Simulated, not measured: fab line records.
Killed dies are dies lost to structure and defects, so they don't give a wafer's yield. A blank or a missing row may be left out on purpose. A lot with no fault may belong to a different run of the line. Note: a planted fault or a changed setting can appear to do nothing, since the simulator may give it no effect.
Which tool did it? | flow berkeleyCmos170 | 45 wafers from 15 lots sampled at 5 of the route's 331 steps

WHAT THE GAUGES READ, wafer by wafer
UCB170_START_THK_MEAS_03.
lot  | measured    | on           | START_OXIDE_THK (nm)
L914 | day 1 17:26 | filmMetro-02 | 20.3 19.7 20.0
L916 | day 2 00:42 | filmMetro-02 | 19.7 19.4 19.3
L918 | day 2 10:38 | filmMetro-01 | 19.8 19.7 19.6
L917 | day 2 10:39 | filmMetro-03 | 19.9 19.6 19.7
L920 | day 2 21:08 | filmMetro-01 | 20.0 19.5 19.9
L921 | day 3 05:23 | filmMetro-03 | 19.9 19.4 19.4
L922 | day 3 05:26 | filmMetro-03 | 20.0 20.0 20.1
L923 | day 3 15:34 | filmMetro-02 | 20.3 20.2 20.0
L926 | day 4 02:28 | filmMetro-03 | 20.1 20.0 20.1
L927 | day 4 18:42 | filmMetro-02 | 19.5 20.1 19.9
L928 | day 4 18:42 | filmMetro-03 | 19.6 19.5 19.9
L931 | day 5 04:28 | filmMetro-02 | 19.7 19.7 19.7
L935 | day 6 01:00 | filmMetro-01 | 19.5 19.4 19.8
L936 | day 6 05:15 | filmMetro-03 | 19.6 19.6 19.8
L937 | day 6 11:02 | filmMetro-03 | 19.6 19.7 19.5

UCB170_PVT_TW_MEAS_09.
lot  | measured     | on           | PVT_TW
L914 | day 7 05:02  | filmMetro-01 | 499 500 500
L916 | day 7 13:58  | filmMetro-01 | 501 502 501
L918 | day 7 23:13  | filmMetro-01 | 501 500 500
L917 | day 8 00:08  | filmMetro-01 | 500 499 500
L920 | day 8 11:50  | filmMetro-01 | 500 500 502
L921 | day 8 12:05  | filmMetro-04 | 520 521 520
L922 | day 8 11:40  | filmMetro-04 | 524 520 522
L923 | day 9 12:05  | filmMetro-01 | 623 620 620
L926 | day 9 12:36  | filmMetro-02 | 509 509 510
L927 | day 9 12:11  | filmMetro-01 | 502 503 503
L928 | day 9 13:24  | filmMetro-04 | 643 644 641
L931 | day 10 06:55 | filmMetro-01 | 620 620 617
L935 | day 11 01:35 | filmMetro-04 | 520 519 518
L936 | day 11 03:13 | filmMetro-01 | 496 497 496
L937 | day 11 01:13 | filmMetro-02 | 513 514 514

UCB170_NLDD_CD_MEAS_06: target cd 1200 nm.
lot  | measured     | on       | cdNm (nm)
L914 | day 8 01:14  | cdSem-01 | 1199.9 1199.7 1199.9
L916 | day 8 14:32  | cdSem-02 | 1201.1 1201.7 1200.8
L918 | day 8 17:57  | cdSem-02 | 1199.0 1200.0 1198.9
L917 | day 8 18:12  | cdSem-01 | 1198.0 1197.3 1197.9
L920 | day 9 14:22  | cdSem-01 | 1200.3 1201.7 1201.0
L921 | day 9 14:07  | cdSem-01 | 1200.2 1199.7 1200.7
L922 | day 9 14:00  | cdSem-02 | 1200.1 1198.4 1200.0
L923 | day 10 08:58 | cdSem-02 | 1196.4 1197.5 1197.8
L926 | day 10 09:17 | cdSem-02 | 1200.4 1199.7 1201.2
L927 | day 10 07:52 | cdSem-02 | 1201.0 1201.7 1199.4
L928 | day 10 10:01 | cdSem-02 | 1200.3 1199.6 1199.2
L931 | day 10 22:32 | cdSem-02 | 1203.1 1202.7 1203.2
L935 | day 12 02:42 | cdSem-02 | 1201.2 1200.0 1201.8
L936 | day 12 02:35 | cdSem-02 | 1198.9 1198.4 1199.3
L937 | day 12 01:46 | cdSem-02 | 1201.3 1199.9 1201.5

WHICH TOOL RAN EACH LOT (tool, then ch and the chambers of the sampled wafers, then the start)
lot  | UCB170_PWELL_STRIP_16              | UCB170_PVT_IMPLANT_07
L914 | plasmaAsher-01 ch 0,1, day 3 11:13 | implanter-03 ch 0, day 7 04:49
L916 | plasmaAsher-02 ch 0,1, day 4 06:28 | implanter-03 ch 0, day 7 13:44
L918 | plasmaAsher-02 ch 0,1, day 4 23:13 | implanter-04 ch 0, day 7 23:00
L917 | plasmaAsher-01 ch 1, day 4 23:25   | implanter-04 ch 0, day 7 23:53
L920 | plasmaAsher-01 ch 0,1, day 5 09:45 | implanter-03 ch 0, day 8 11:34
L921 | plasmaAsher-01 ch 0,1, day 5 10:11 | implanter-03 ch 0, day 8 11:52
L922 | plasmaAsher-03 ch 0,1, day 5 09:52 | implanter-03 ch 0, day 8 11:26
L923 | plasmaAsher-02 ch 0,1, day 6 06:25 | implanter-02 ch 0, day 9 11:26
L926 | plasmaAsher-02 ch 0,1, day 6 10:53 | implanter-03 ch 0, day 9 12:21
L927 | plasmaAsher-03 ch 0,1, day 6 10:59 | implanter-04 ch 0, day 9 11:56
L928 | plasmaAsher-01 ch 0,1, day 6 10:48 | implanter-02 ch 0, day 9 12:50 and implanter-03 ch 0, day 9 13:09
L931 | plasmaAsher-02 ch 0,1, day 6 22:02 | implanter-03 ch 0, day 10 06:16
L935 | plasmaAsher-02 ch 0,1, day 7 22:52 | implanter-03 ch 0, day 11 01:20
L936 | plasmaAsher-03 ch 0,1, day 7 22:28 | implanter-03 ch 0, day 11 02:59
L937 | plasmaAsher-02 ch 0,1, day 8 04:43 | implanter-03 ch 0, day 11 00:59
- UCB170_PWELL_STRIP_16: strips in O2.
- UCB170_PVT_IMPLANT_07

WHAT THE TOOLS THEMSELVES READ (means of the sampled wafers that have a number; where no wafer has one, the mark that the record gives instead)
UCB170_PWELL_STRIP_16.
lot  | tool           | drypumpMotorCurrentA (A) | o2FlowSccm (sccm) | oesProductAu (a.u.) | stripTimeToEndpointS (s)
L914 | plasmaAsher-01 | 5.4                      | 400.6             | 0.723               | 18.05
L916 | plasmaAsher-02 | 6.0                      | 400.2             | 0.719               | 18.10
L918 | plasmaAsher-02 | 6.0                      | 398.9             | 0.723               | 18.04
L917 | plasmaAsher-01 | 5.7                      | 399.4             | 0.722               | 18.23
L920 | plasmaAsher-01 | 5.6                      | 400.9             | 0.721               | 18.12
L921 | plasmaAsher-01 | 5.4                      | 401.0             | 0.721               | 18.12
L922 | plasmaAsher-03 | 5.8                      | 399.3             | 0.723               | 18.20
L923 | plasmaAsher-02 | 6.0                      | 400.1             | 0.720               | 18.10
L926 | plasmaAsher-02 | 6.0                      | 400.7             | 0.721               | 18.18
L927 | plasmaAsher-03 | 5.8                      | 399.6             | 0.721               | 18.03
L928 | plasmaAsher-01 | 5.4                      | 400.4             | 0.717               | 18.05
L931 | plasmaAsher-02 | 6.0                      | 399.9             | 0.721               | 17.99
L935 | plasmaAsher-02 | 5.9                      | 399.0             | 0.722               | 18.06
L936 | plasmaAsher-03 | 5.8                      | 400.7             | 0.719               | 18.00
L937 | plasmaAsher-02 | 6.0                      | 400.4             | 0.721               | 18.07

UCB170_PVT_IMPLANT_07.
lot  | tool                      | beamEnergyKeV
L914 | implanter-03              | 30.000
L916 | implanter-03              | 29.994
L918 | implanter-04              | 30.006
L917 | implanter-04              | 29.992
L920 | implanter-03              | 30.001
L921 | implanter-03              | 29.998
L922 | implanter-03              | 30.010
L923 | implanter-02              | 30.001
L926 | implanter-03              | 29.997
L927 | implanter-04              | 29.999
L928 | implanter-02/implanter-03 | 30.006
L931 | implanter-03              | 30.008
L935 | implanter-03              | 30.003
L936 | implanter-03              | 30.001
L937 | implanter-03              | 30.008

THE ANSWER, worked out from the rows above alone
Rule: usual is defined by the lots themselves. The widest of any qualifying gaps counts: lots, ordered by their means at a reading, are off when they make up no more than a third of the lots, leave a main group of 4 or more, and stand apart from it by 3 or more times the standard deviation of that group's means. A main group whose means are all the same, to the digits that the tables above print for the reading, isn't used. Also off: a lot with no number at a reading for which 4 or more lots have one. The other lots that the step has rows for count as sound. Order of review: gauges by route order, followed by the tools' own readings, for which a lot's mean as printed above is used. The first step at which some lot is off is used, and at that step the reading that is off furthest; a lot without a number counts as furthest.
Off: at UCB170_PVT_TW_MEAS_09 (PVT_TW), L923, L928, L931. The main group has a mean of 507 with a standard deviation of 8.9.
A tool fits if, at a process step before that reading, it ran every lot that is off, and no sound lot after the first of them. The gauges at UCB170_PVT_TW_MEAS_09 are tried like those tools. Not one of the candidates tried fits.

WHAT THE SIMULATOR HAD PUT IN
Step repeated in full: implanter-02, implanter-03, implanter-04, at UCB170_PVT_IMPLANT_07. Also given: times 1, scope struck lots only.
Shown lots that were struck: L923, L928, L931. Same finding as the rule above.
